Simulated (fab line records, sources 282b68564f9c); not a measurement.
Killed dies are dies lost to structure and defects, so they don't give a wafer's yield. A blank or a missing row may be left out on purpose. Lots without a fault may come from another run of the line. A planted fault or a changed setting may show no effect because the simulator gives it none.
One fault seen from 2 desks | flow rit_cmos | each desk has only its own numbers; what lay behind them comes last

THE METROLOGY DESK
What the gauges read, lot by lot, whatever tool the lot ran on: means of the sampled wafers that have a number. A lot is out of limits, marked OUT, if its mean lies more than 4 standard deviations from the usual mean; the brackets give that distance.
Columns: A = GATE_OVL at RIT_GATE_OVL_MEAS_17, usual -0.7 nm
lot  | first seen here | A
L666 | day 2 20:04     | -0.9
L667 | day 3 01:17     | -0.7
L668 | day 3 09:05     | -0.4
L669 | day 3 12:25     | 1.2
L671 | day 4 03:19     | -0.9
L673 | day 4 11:53     | -1.6
L674 | day 4 12:29     | -1.2
L680 | day 5 15:59     | -3.0
L681 | day 5 22:07     | 238.8 (+99 or more) OUT
L682 | day 6 00:27     | 239.8 (+99 or more) OUT
L684 | day 6 10:29     | -2.3
L685 | day 6 15:58     | -1.5
L686 | day 6 20:13     | -0.5
L687 | day 6 23:15     | -0.9
This desk's finding: out of limits on L681, L682; first on L681, day 5 22:07 (GATE_OVL at RIT_GATE_OVL_MEAS_17). In limits: L666, L667, L668, L669, L671, L673, L674, L680, L684, L685, L686, L687.

THE TOOL OWNER'S DESK: iline_stepper-02
The tool's own readings at RIT_GATE_EXPOSE_13 (exposes mask M6, target cd 150 nm): means of the sampled wafers that have a number, for each lot that ran on this tool. A lot is out of limits, marked OUT, if its mean lies more than 4 standard deviations from the usual mean; the brackets give that distance.
Columns: A = focus_offset_nm at RIT_GATE_EXPOSE_13, usual 0.0 nm
lot  | first seen here | A
L666 | day 2 19:33     | -0.6
L669 | day 3 11:56     | 0.1
L681 | day 5 21:31     | -0.7
L682 | day 5 23:58     | 0.7
This desk's finding: nothing out of limits on any of the 4 lots.

PUT TOGETHER
The metrology desk could have raised an alarm at day 5 22:07, on L681, L682.
The tool owner's desk saw nothing out of limits.
The tool owner's desk has L681, L682 on record, within its limits.
Of the lots named, all ran RIT_GATE_EXPOSE_13 on iline_stepper-02.

WHAT THE SIMULATOR HAD PUT IN
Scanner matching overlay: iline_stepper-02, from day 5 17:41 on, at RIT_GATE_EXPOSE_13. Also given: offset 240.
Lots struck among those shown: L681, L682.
Hours from the fault's start to each desk's first reading out of limits: the metrology desk, 4.
